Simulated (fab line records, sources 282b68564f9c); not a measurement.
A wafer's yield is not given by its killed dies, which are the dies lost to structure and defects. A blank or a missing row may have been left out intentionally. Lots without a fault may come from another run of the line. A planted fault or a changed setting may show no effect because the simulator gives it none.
fab line records    flow ritCmos
record lots=6  wafers=18  lastDay=6
route steps=202 shown GATE@83 REOX@98 NLDD@103 PLDD@114 M1@202
lots with no fault: from the same line, run without faults
startH: the number of hours between the record's first day and the start of the first shown wafer of the lot    waitH: how many hours have passed since the lot's step before this one    " identical to the entry in the row above    L1.1+2: a single row standing in for several wafers    - no value, or no start given    * or withheld: withheld    < > ~ a bound
route shown NAME@n: NAME is a module with steps in the file, n the number in the route of the first one    usual: mean and standard deviation over wafers with no fault    same: alike in all rows    chamber/n: place in a boat    sites: readings site by site    _std_site: standard deviation across them    _edge_site: outer sites' mean less inner sites'    radiusMm: how far each site lies from the wafer's centre    mask NAME#n: copy n    behind: the last tool/chamber to shape the wafer    hold: why the lot was held/for how many hours/how that ended    device: names the non-switching transistor (n, p or np)    end of line: at the end of the route, the tests of the same wafers    where a step has no rows: the recipe by itself    killed: the dies lost at the first sort to structure and to defects; this is not the yield of the wafer    map: the dies of a wafer, with x for killed, . for not killed, _ for no die there
set.NAME: the run value of the setting; set.NAME@STEP: its run value at that earlier step    model.NAME: the simulator's own value behind a step, which no gauge read
certain route steps with their lots: each step a table, each wafer a row
services: a tool's chamber out of use, with start hour (startH, from the record's first day; less than 0 if before it), hours out, and reason
## steps
# step RIT_GATE_THK_MEAS_07
# recipe reads=SiO2_of_GATE_OXIDATION_05
# usual GATE_OXIDE_THK=3.01/0.067
lot.wafer  tool          chamber  startH  waitH  GATE_OXIDE_THK[nm]
L716.2     filmMetro-01  -        77.31   0.0    3.02
L716.3     "             -        "       "      3.10
L716.5     "             -        "       "      3.10
L717.1     filmMetro-03  -        83.11   0.0    3.01
L717.2     "             -        "       "      3.03
L717.3     "             -        "       "      3.10
L719.3     filmMetro-04  -        92.18   0.0    3.05
L719.4     "             -        "       "      3.07
L719.6     "             -        "       "      3.05
L724.3     filmMetro-01  -        112.86  0.0    2.99
L724.4     "             -        "       "      2.95
L724.6     "             -        "       "      2.90
L725.2     filmMetro-01  -        120.05  0.0    3.10
L725.3     "             -        "       "      3.04
L725.5     "             -        "       "      3.01
L727.2     filmMetro-01  -        129.34  0.0    3.06
L727.4     "             -        "       "      3.03
L727.5     "             -        "       "      3.01
# step RIT_GATE_CVD_08
# recipe material=poly-Si  targetThkNm=250  tempC=610  precursor=SiH4  timeS=2220  pressureMtorr=300  sih4FlowSccm=100
# step RIT_GATE_THK_MEAS_09
# recipe reads=poly-Si_of_GATE_CVD_08
# usual GATE_POLY_THK=250.0/2.9
lot.wafer  tool          chamber  startH  waitH  GATE_POLY_THK[nm]
L716.2     filmMetro-01  -        78.99   0.0    254.2
L716.3     "             -        "       "      254.4
L716.5     "             -        "       "      253.9
L717.1     filmMetro-01  -        86.09   0.0    254.4
L717.2     "             -        "       "      254.1
L717.3     "             -        "       "      255.3
L719.3     filmMetro-04  -        93.85   0.0    251.1
L719.4     "             -        "       "      249.4
L719.6     "             -        "       "      251.4
L724.3     filmMetro-01  -        115.17  0.0    250.5
L724.4     "             -        "       "      248.4
L724.6     "             -        "       "      250.1
L725.2     filmMetro-01  -        122.53  0.0    252.5
L725.3     "             -        "       "      251.0
L725.5     "             -        "       "      251.4
L727.2     filmMetro-01  -        131.01  0.0    253.4
L727.4     "             -        "       "      252.5
L727.5     "             -        "       "      250.3
# step RIT_GATE_HMDS_10
# recipe primeTimeS=60  primeTempC=140
# step RIT_GATE_COAT_11
# recipe resist=NOVOLAK  spinRpm=4250  resistThkNm=857.1
# step RIT_GATE_SOFTBAKE_12
# recipe resist=NOVOLAK  tempC=90  timeS=60
# step RIT_GATE_EXPOSE_13
# recipe maskId=M6  na=0.6  sourceShape=conventional  sigmaOuter=0.6  targetCdNm=150  doseMj=380
# step RIT_GATE_PEB_14
# recipe resist=NOVOLAK  tempC=withheld  timeS=withheld
# step RIT_GATE_DEVELOP_15
# recipe resist=NOVOLAK  developTimeS=50  devTempC=23
# step RIT_GATE_CD_MEAS_16
# recipe targetCdNm=150
# usual cdNm=148.7/2.7
lot.wafer  tool      chamber  startH  waitH  cdNm
L716.2     cdSem-01  -        80.03   -      151.2
L716.3     "         -        "       "      148.6
L716.5     "         -        "       "      150.2
L717.1     cdSem-02  -        87.13   -      153.1
L717.2     "         -        "       "      149.9
L717.3     "         -        "       "      150.8
L719.3     cdSem-01  -        94.91   -      143.1
L719.4     "         -        "       "      143.1
L719.6     "         -        "       "      142.7
L724.3     cdSem-02  -        116.10  -      149.1
L724.4     "         -        "       "      148.4
L724.6     "         -        "       "      148.6
L725.2     cdSem-02  -        123.58  -      148.6
L725.3     "         -        "       "      146.6
L725.5     "         -        "       "      148.6
L727.2     cdSem-01  -        132.06  -      148.6
L727.4     "         -        "       "      148.6
L727.5     "         -        "       "      150.1
# step RIT_GATE_OVL_MEAS_17
# usual GATE_OVL=0.2/1.5
lot.wafer  tool        chamber  startH  waitH  GATE_OVL[nm]
L716.2     overlay-01  -        80.14   0.1    0.7
L716.3     "           -        "       "      1.9
L716.5     "           -        "       "      1.9
L717.1     overlay-02  -        87.25   0.1    -0.1
L717.2     "           -        "       "      -0.5
L717.3     "           -        "       "      -0.5
L719.3     overlay-02  -        95.00   0.1    0.7
L719.4     "           -        "       "      0.2
L719.6     "           -        "       "      -0.3
L724.3     overlay-01  -        116.19  0.1    -0.7
L724.4     "           -        "       "      0.1
L724.6     "           -        "       "      0.1
L725.2     overlay-01  -        123.68  0.1    1.9
L725.3     "           -        "       "      3.0
L725.5     "           -        "       "      0.4
L727.2     overlay-02  -        132.16  0.1    -0.9
L727.4     "           -        "       "      -2.3
L727.5     "           -        "       "      -1.8
# step RIT_GATE_HARDBAKE_18
# recipe resist=NOVOLAK  tempC=140  timeS=60
# step RIT_GATE_ETCH_19
# recipe chemistry=SF6/CHF3/O2  timeS=165  SF6_flow_sccm=30  CHF3_flow_sccm=30  O2_flow_sccm=5  target=poly-Si  pressureMtorr=40  rfW=160  targetDepthA=3125  overEtchFrac=0.25  stopOn=SiO2
# usual chamberPressureMTorr=40.00/0.036  drypumpMotorCurrentA=5.9/0.37  oesProductAu=0.845/0.015  throttleValvePct=10.37/0.11
lot.wafer  tool      chamber  startH  waitH  chamberPressureMTorr  drypumpMotorCurrentA  oesProductAu  rfHoursCounterH  throttleValvePct
L716.2     rieSi-02  0        80.32   0.1    40.02                 5.7                   0.861         1                10.34
L716.3     "         1        "       "      40.04                 6.1                   0.881         147              10.27
L716.5     "         3        "       "      40.04                 5.9                   0.837         -                10.26
L717.1     rieSi-01  3        87.48   0.1    39.97                 5.1                   0.861         49               10.40
L717.2     "         0        "       "      40.05                 6.1                   0.861         28               10.22
L717.3     "         2        "       "      40.01                 5.8                   0.860         70               10.56
L719.3     rieSi-01  3        95.17   0.1    39.95                 5.1                   0.843         49               10.40
L719.4     "         0        "       "      39.94                 6.1                   0.860         28               10.24
L719.6     "         1        "       "      40.03                 5.8                   0.848         -                10.47
L724.3     rieSi-02  3        116.43  0.1    40.00                 5.8                   0.825         78               10.25
L724.4     "         0        "       "      40.00                 5.8                   0.854         1                10.33
L724.6     "         3        "       "      39.97                 5.8                   0.828         -                10.27
L725.2     rieSi-01  0        123.86  0.1    40.09                 6.1                   0.866         28               10.24
L725.3     "         3        "       "      39.97                 5.1                   0.851         49               10.40
L725.5     "         2        "       "      40.00                 5.8                   0.848         -                10.53
L727.2     rieSi-01  2        132.34  0.1    40.01                 5.8                   0.846         70               10.56
L727.4     "         3        "       "      39.98                 5.1                   0.865         49               10.39
L727.5     "         1        "       "      39.95                 5.8                   0.845         -                10.47
# step RIT_GATE_STRIP_20
# recipe chemistry=O2  timeS=180  resist=NOVOLAK  platenTempC=withheld  powerW=500  pressureMtorr=4000  o2FlowSccm=4000
# usual chamberPressureMTorr=4000/3.5  drypumpMotorCurrentA=5.5/0.4
lot.wafer  tool            chamber  startH  waitH  chamberPressureMTorr  drypumpMotorCurrentA  rfHoursCounterH
L716.2     plasmaAsher-02  1        80.43   0.1    3998                  4.9                   41
L716.3     "               1        "       "      4001                  4.9                   -
L716.5     "               0        "       "      4002                  5.9                   -
L717.1     plasmaAsher-04  1        87.59   0.1    4003                  5.2                   45
L717.2     "               0        "       "      3989                  5.6                   45
L717.3     "               1        "       "      4001                  5.2                   -
L719.3     plasmaAsher-04  0        95.34   0.1    4001                  5.6                   -
L719.4     "               1        "       "      3996                  5.3                   -
L719.6     "               1        "       "      3991                  5.2                   -
L724.3     plasmaAsher-02  0        116.60  0.1    4000                  5.9                   -
L724.4     "               1        "       "      4010                  5.0                   -
L724.6     "               0        "       "      4002                  5.8                   -
L725.2     plasmaAsher-04  0        123.97  0.1    4005                  5.6                   1
L725.3     "               0        "       "      4004                  5.6                   -
L725.5     "               1        "       "      4003                  5.2                   -
L727.2     plasmaAsher-03  0        132.45  0.1    4004                  6.1                   34
L727.4     "               1        "       "      3993                  5.1                   -
L727.5     "               0        "       "      3999                  6.1                   -
# step RIT_GATE_CD_MEAS_90
# recipe targetCdNm=150
# usual cdNm=148.6/2.7
lot.wafer  tool      chamber  startH  waitH  cdNm
L716.2     cdSem-01  -        80.62   0.1    151.0
L716.3     "         -        "       "      148.3
L716.5     "         -        "       "      150.5
L717.1     cdSem-02  -        87.76   0.1    153.4
L717.2     "         -        "       "      149.6
L717.3     "         -        "       "      151.2
L719.3     cdSem-01  -        95.50   0.1    142.7
L719.4     "         -        "       "      143.2
L719.6     "         -        "       "      142.7
L724.3     cdSem-01  -        116.76  0.1    149.1
L724.4     "         -        "       "      148.3
L724.6     "         -        "       "      148.3
L725.2     cdSem-01  -        124.17  0.1    148.3
L725.3     "         -        "       "      147.0
L725.5     "         -        "       "      148.8
L727.2     cdSem-01  -        132.65  0.1    148.5
L727.4     "         -        "       "      148.4
L727.5     "         -        "       "      149.8
# step RIT_REOX_CLEAN_00
# recipe chemistry=SC1  mix=3:3:50  timeS=600  tempC=75
# step RIT_REOX_CLEAN_01
# recipe chemistry=dHF  dilution=50:1  timeS=30
# step RIT_REOX_CLEAN_02
# recipe chemistry=SC2  mix=3:3:50  timeS=600  tempC=75  dry=n2Spin
# step RIT_REOX_OXIDATION_03
# recipe tempC=902.6  ambient=O2  targetThkA=252  oxTimeS=5580
# step RIT_REOX_THK_MEAS_04
# recipe reads=SiO2_of_REOX_OXIDATION_03
# usual REOX_OXIDE_THK=26.0/0.5
lot.wafer  tool          chamber  startH  waitH  REOX_OXIDE_THK[nm]
L716.2     filmMetro-01  -        84.85   0.0    25.4
L716.3     "             -        "       "      26.0
L716.5     "             -        "       "      25.3
L717.1     filmMetro-01  -        90.80   0.0    26.3
L717.2     "             -        "       "      25.9
L717.3     "             -        "       "      26.3
L719.3     filmMetro-02  -        99.51   0.0    25.4
L719.4     "             -        "       "      24.9
L719.6     "             -        "       "      24.9
L724.3     filmMetro-02  -        119.81  0.0    25.7
L724.4     "             -        "       "      25.9
L724.6     "             -        "       "      26.4
L725.2     filmMetro-01  -        127.76  0.0    26.4
L725.3     "             -        "       "      26.1
L725.5     "             -        "       "      26.0
L727.2     filmMetro-04  -        135.88  0.0    26.4
L727.4     "             -        "       "      26.4
L727.5     "             -        "       "      26.1
# step RIT_NLDD_HMDS_00
# recipe primeTimeS=60  primeTempC=140
# step RIT_NLDD_COAT_01
# recipe resist=NOVOLAK  spinRpm=3250  resistThkNm=1000
# step RIT_NLDD_SOFTBAKE_02
# recipe resist=NOVOLAK  tempC=90  timeS=60
# step RIT_NLDD_EXPOSE_03
# recipe maskId=M7  na=0.57  targetCdNm=40700  doseMj=250
# step RIT_NLDD_PEB_04
# recipe resist=NOVOLAK  tempC=withheld  timeS=withheld
# step RIT_NLDD_DEVELOP_05
# recipe resist=NOVOLAK  developTimeS=50  devTempC=23
# step RIT_NLDD_OVL_MEAS_06
# usual NLDD_OVL=-0.6/1.5
lot.wafer  tool        chamber  startH  waitH  NLDD_OVL[nm]
L716.2     overlay-02  -        85.75   -      -3.3
L716.3     "           -        "       "      0.2
L716.5     "           -        "       "      -1.6
L717.1     overlay-01  -        91.71   -      -0.4
L717.2     "           -        "       "      -0.9
L717.3     "           -        "       "      1.7
L719.3     overlay-02  -        100.42  -      -0.3
L719.4     "           -        "       "      0.7
L719.6     "           -        "       "      0.2
L724.3     overlay-01  -        120.71  -      -0.6
L724.4     "           -        "       "      -2.3
L724.6     "           -        "       "      -3.4
L725.2     overlay-02  -        128.67  -      -1.1
L725.3     "           -        "       "      -1.2
L725.5     "           -        "       "      -1.7
L727.2     overlay-02  -        136.95  -      -4.6
L727.4     "           -        "       "      -2.9
L727.5     "           -        "       "      -3.2
# step RIT_NLDD_HARDBAKE_07
# recipe resist=NOVOLAK  tempC=140  timeS=60
# step RIT_NLDD_IMPLANT_08
# recipe species=P  energyKev=20  doseCm2=5.122e+14  tiltDeg=7
# step RIT_NLDD_STRIP_09
# recipe chemistry=O2  timeS=180  resist=NOVOLAK  platenTempC=withheld  powerW=500  pressureMtorr=4000  o2FlowSccm=4000
# usual chamberPressureMTorr=4000/3.4  drypumpMotorCurrentA=5.6/0.35
lot.wafer  tool            chamber  startH  waitH  chamberPressureMTorr  drypumpMotorCurrentA  rfHoursCounterH
L716.2     plasmaAsher-01  0        86.08   0.1    4000                  5.9                   45
L716.3     "               0        "       "      3993                  5.9                   -
L716.5     "               0        "       "      4002                  5.9                   -
L717.1     plasmaAsher-01  0        92.04   0.1    3996                  5.9                   46
L717.2     "               1        "       "      4002                  5.5                   46
L717.3     "               1        "       "      3995                  5.6                   -
L719.3     plasmaAsher-01  1        100.80  0.1    4001                  5.6                   -
L719.4     "               0        "       "      4000                  5.9                   -
L719.6     "               0        "       "      4000                  5.9                   -
L724.3     plasmaAsher-01  0        121.09  0.1    4001                  5.9                   -
L724.4     "               1        "       "      4002                  5.5                   -
L724.6     "               1        "       "      3999                  5.6                   -
L725.2     plasmaAsher-01  0        129.15  0.1    3992                  5.9                   51
L725.3     "               1        "       "      4003                  5.6                   -
L725.5     "               1        "       "      3999                  5.6                   -
L727.2     plasmaAsher-02  0        137.28  0.1    4002                  5.9                   48
L727.4     "               1        "       "      3998                  4.9                   -
L727.5     "               1        "       "      4000                  4.9                   -
# step RIT_NLDD_TW_MEAS_10
# usual NLDD_TW=2494/19
lot.wafer  tool          chamber  startH  waitH  NLDD_TW
L716.2     filmMetro-02  -        86.27   0.1    2465
L716.3     "             -        "       "      2471
L716.5     "             -        "       "      2481
L717.1     filmMetro-03  -        92.22   0.1    2503
L717.2     "             -        "       "      2496
L717.3     "             -        "       "      2498
L719.3     filmMetro-04  -        100.93  0.1    2495
L719.4     "             -        "       "      2496
L719.6     "             -        "       "      2500
L724.3     filmMetro-03  -        121.23  0.1    2522
L724.4     "             -        "       "      2506
L724.6     "             -        "       "      2512
L725.2     filmMetro-04  -        129.33  0.1    2510
L725.3     "             -        "       "      2500
L725.5     "             -        "       "      2508
L727.2     filmMetro-03  -        137.47  0.1    2498
L727.4     "             -        "       "      2499
L727.5     "             -        "       "      2503
# step RIT_PLDD_HMDS_00
# recipe primeTimeS=60  primeTempC=140
# step RIT_PLDD_COAT_01
# recipe resist=NOVOLAK  spinRpm=3250  resistThkNm=1000
# step RIT_PLDD_SOFTBAKE_02
# recipe resist=NOVOLAK  tempC=90  timeS=60
# step RIT_PLDD_EXPOSE_03
# recipe maskId=M8  na=0.57  targetCdNm=40900  doseMj=250
# step RIT_PLDD_PEB_04
# recipe resist=NOVOLAK  tempC=withheld  timeS=withheld
# step RIT_PLDD_DEVELOP_05
# recipe resist=NOVOLAK  developTimeS=50  devTempC=23
# step RIT_PLDD_OVL_MEAS_06
# usual PLDD_OVL=0.1/1.3
lot.wafer  tool        chamber  startH  waitH  PLDD_OVL[nm]
L716.2     overlay-01  -        87.18   -      0.8
L716.3     "           -        "       "      2.2
L716.5     "           -        "       "      3.1
L717.1     overlay-01  -        93.17   -      3.0
L717.2     "           -        "       "      1.4
L717.3     "           -        "       "      1.8
L719.3     overlay-01  -        101.84  -      0.5
L719.4     "           -        "       "      -1.4
L719.6     "           -        "       "      -1.4
L724.3     overlay-01  -        122.26  -      -0.4
L724.4     "           -        "       "      0.3
L724.6     "           -        "       "      0.2
L725.2     overlay-01  -        130.36  -      -0.2
L725.3     "           -        "       "      -0.1
L725.5     "           -        "       "      -2.3
L727.2     overlay-01  -        138.37  -      -1.1
L727.4     "           -        "       "      -1.1
L727.5     "           -        "       "      -0.3
# step RIT_PLDD_HARDBAKE_07
# recipe resist=NOVOLAK  tempC=140  timeS=60
# step RIT_PLDD_IMPLANT_08
# recipe species=BF2  energyKev=20  doseCm2=9e+14  tiltDeg=7
# step RIT_PLDD_STRIP_09
# recipe chemistry=O2  timeS=180  resist=NOVOLAK  platenTempC=withheld  powerW=500  pressureMtorr=4000  o2FlowSccm=4000
# usual chamberPressureMTorr=4000/3.5  drypumpMotorCurrentA=5.6/0.35
lot.wafer  tool            chamber  startH  waitH  chamberPressureMTorr  drypumpMotorCurrentA  rfHoursCounterH
L716.2     plasmaAsher-03  1        87.51   0.1    3991                  5.0                   29
L716.3     "               0        "       "      4000                  6.1                   -
L716.5     "               1        "       "      3992                  5.0                   -
L717.1     plasmaAsher-01  1        93.51   0.1    3998                  5.6                   46
L717.2     "               0        "       "      4004                  5.9                   46
L717.3     "               1        "       "      3990                  5.6                   -
L719.3     plasmaAsher-01  1        102.26  0.1    4002                  5.6                   -
L719.4     "               0        "       "      4000                  5.9                   -
L719.6     "               0        "       "      4001                  5.9                   -
L724.3     plasmaAsher-04  0        122.64  0.1    4007                  5.6                   -
L724.4     "               1        "       "      3999                  5.3                   -
L724.6     "               1        "       "      3997                  5.3                   -
L725.2     plasmaAsher-04  0        130.69  0.1    3994                  5.6                   1
L725.3     "               0        "       "      3998                  5.6                   -
L725.5     "               1        "       "      3994                  5.2                   -
L727.2     plasmaAsher-03  1        138.70  0.1    4000                  5.0                   35
L727.4     "               1        "       "      4002                  5.1                   -
L727.5     "               1        "       "      4003                  5.0                   -
# step RIT_PLDD_TW_MEAS_10
# usual PLDD_TW=2333/19
lot.wafer  tool          chamber  startH  waitH  PLDD_TW
L716.2     filmMetro-03  -        87.69   0.1    2333
L716.3     "             -        "       "      2323
L716.5     "             -        "       "      2333
L717.1     filmMetro-02  -        93.68   0.1    2313
L717.2     "             -        "       "      2307
L717.3     "             -        "       "      2316
L719.3     filmMetro-04  -        102.39  0.1    2335
L719.4     "             -        "       "      2344
L719.6     "             -        "       "      2344
L724.3     filmMetro-02  -        122.78  0.1    2320
L724.4     "             -        "       "      2303
L724.6     "             -        "       "      2311
L725.2     filmMetro-03  -        130.88  0.1    2343
L725.3     "             -        "       "      2340
L725.5     "             -        "       "      2347
L727.2     filmMetro-02  -        138.89  0.1    2316
L727.4     "             -        "       "      2303
L727.5     "             -        "       "      2312
# step RIT_M1_PROBE_99
# usual killedAtContacts=0.1/0.29  killedAtFrontEnd=6/3  killedDies=7/3.1  killedOnRim=1.8/1.5  killedOpen=3.2/1.9  killedShort=3.3/1.9
# same grossDies=264  killed_at_M0_to_M3=0  killed_at_M4_up=0  killedAtBackSide=0  killedAtOther=0
lot.wafer  tool       chamber  startH  waitH  killedAtContacts  killedAtFrontEnd  killedDies  killedOnRim  killedOpen  killedShort
L716.2     prober-02  -        101.16  0.1    0                 7                 7           0            4           3
L716.3     prober-02  -        101.21  0.2    0                 5                 5           2            1           4
L716.5     prober-02  -        101.31  0.2    0                 7                 7           3            3           4
L717.1     prober-01  -        106.92  0.1    0                 7                 7           1            3           4
L717.2     prober-01  -        106.97  0.1    0                 4                 4           0            1           3
L717.3     prober-01  -        107.02  0.2    0                 4                 4           1            2           2
L719.3     prober-01  -        116.23  0.2    0                 6                 6           1            2           4
L719.4     prober-01  -        116.28  0.2    0                 5                 5           2            3           2
L719.6     prober-01  -        116.38  0.2    0                 12                12          5            4           8
L724.3     prober-02  -        137.31  0.2    0                 4                 4           4            4           0
L724.4     prober-02  -        137.36  0.2    0                 12                12          4            6           6
L724.6     prober-02  -        137.46  0.2    0                 5                 5           0            0           5
L725.2     prober-01  -        145.27  0.1    0                 4                 4           2            2           2
L725.3     prober-01  -        145.32  0.2    0                 8                 8           4            5           3
L725.5     prober-01  -        145.42  0.2    0                 37                37          6            2           4
L727.2     prober-01  -        153.42  0.1    1                 45                46          11           5           7
L727.4     prober-01  -        153.52  0.2    0                 4                 4           1            3           1
L727.5     prober-01  -        153.57  0.2    0                 11                11          4            5           6
# killed by level:class
L716.2 GATE:geometricParticle:short=3 GATE:geometricParticle:open=2 FOX1:geometricParticle:open=1 REOX:geometricParticle:open=1
L716.3 GATE:geometricParticle:short=2 REOX:geometricParticle:short=1 SILICIDE:geometricParticle:open=1 SILICIDE:geometricParticle:short=1
L716.5 FOX2:geometricParticle:short=2 FOX1:geometricParticle:open=1 FOX1:geometricParticle:short=1 GATE:geometricParticle:open=1 REOX:geometricParticle:short=1 REOX:geometricParticle:open=1
L717.1 GATE:geometricParticle:open=2 GATE:geometricParticle:short=2 REOX:geometricParticle:short=2 REOX:geometricParticle:open=1
L717.2 FOX1:geometricParticle:short=3 GATE:geometricParticle:open=1
L717.3 SPACER:geometricParticle:short=2 GATE:geometricParticle:open=1 SILICIDE:geometricParticle:open=1
L719.3 REOX:geometricParticle:short=4 GATE:geometricParticle:open=1 SILICIDE:geometricParticle:open=1
L719.4 FOX1:geometricParticle:open=1 FOX1:geometricParticle:short=1 FOX2:geometricParticle:open=1 SILICIDE:geometricParticle:open=1 SILICIDE:geometricParticle:short=1
L719.6 REOX:geometricParticle:short=4 REOX:geometricParticle:open=2 FOX2:geometricParticle:open=1 FOX2:geometricParticle:short=1 GATE:geometricParticle:open=1 GATE:geometricParticle:short=1 SPACER:geometricParticle:short=1 SILICIDE:geometricParticle:short=1
L724.3 GATE:geometricParticle:open=4
L724.4 FOX1:geometricParticle:short=3 SPACER:geometricParticle:short=3 FOX1:geometricParticle:open=2 SPACER:geometricParticle:open=2 GATE:geometricParticle:open=1 REOX:geometricParticle:open=1
L724.6 GATE:geometricParticle:short=3 FOX1:geometricParticle:short=1 SPACER:geometricParticle:short=1
L725.2 FOX2:geometricParticle:open=1 REOX:geometricParticle:short=1 SPACER:geometricParticle:open=1 SILICIDE:geometricParticle:short=1
L725.3 GATE:geometricParticle:open=3 ACTIVE:geometricParticle:short=1 FOX2:geometricParticle:short=1 GATE:geometricParticle:short=1 REOX:geometricParticle:open=1 SPACER:geometricParticle:open=1
L725.5 GATE:unspecified=31 FOX1:geometricParticle:short=2 FOX1:geometricParticle:open=1 GATE:geometricParticle:short=1 REOX:geometricParticle:short=1 SPACER:geometricParticle:open=1
L727.2 GATE:unspecified=34 FOX2:geometricParticle:open=2 GATE:geometricParticle:open=2 ACTIVE:geometricParticle:short=1 FOX1:geometricParticle:short=1 FOX2:geometricParticle:short=1 GATE:geometricParticle:short=1 REOX:geometricParticle:short=1
L727.4 GATE:geometricParticle:open=2 FOX1:geometricParticle:open=1 GATE:geometricParticle:short=1
L727.5 GATE:geometricParticle:open=3 REOX:geometricParticle:short=2 SILICIDE:geometricParticle:short=2 FOX1:geometricParticle:open=1 FOX2:geometricParticle:short=1 GATE:geometricParticle:short=1 SILICIDE:geometricParticle:open=1
# map L725.5 (x killed, . not)
________......._______
_____....x........____
____............x..___
___...........x.x.x.__
__............xxxxxxx_
__...........xxxxxxxx_
_.............xxxxx...
_...........x.xxxx..x.
_.............x.x.....
_...............x....x
__..................._
__..................._
___.................__
____.......x.......___
_____.............____
________.....x._______
# map L727.2 (x killed, . not)
________......._______
_____...x.......x.____
____x........x.....___
___...x.........xx.x__
__...........xxxxxxx._
__...........xxxxxxx._
_.............xxxxxx.x
_.............xxxxxx.x
_x........x......xx...
_...................x.
__............x......_
__...x..............._
___x................__
____.......x.......___
_____.............____
________......x_______
## services
tool            chamber  startH  hours  kind
plasmaAsher-04  -        108.75  9.0    pm
plasmaAsher-04  0        108.75  9.0    ventCycle
plasmaAsher-04  1        108.75  9.0    ventCycle
plasmaAsher-04  0        117.75  -      clean
plasmaAsher-04  1        117.75  -      clean
rieSi-02        1        124.67  -      clean
rieSi-02        1        124.67  19.3   scheduledDown
rieSi-02        1        124.67  19.3   ventCycle
## key
firstSign step=RIT_M1_PROBE_99  reading=killedDies  direction=up  sigmas=11  usual=7  struck=42
effect step=RIT_M1_PROBE_99  reading=killedAtFrontEnd  direction=up  sigmas=11  usual=6  struck=41
metAt RIT_GATE_ETCH_19
struckWafers L725.5,L727.2
testerLeftOut L725,L727
onsetBetween 87.48 123.86
fault kind=chamberParticleSource  tool=rieSi-01  chamber=2  onsetH=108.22  steps=RIT_GATE_ETCH_19  ratePerVisitCm2=0.79868  endH=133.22
# testerLeftOut: of these lots the tester's yield and bins aren't shown, on N5 and GAA mostly nor the transistor test; their killed dies are dies lost to structure and defects alone, not to doping, threshold or leakage, so they don't give the yield
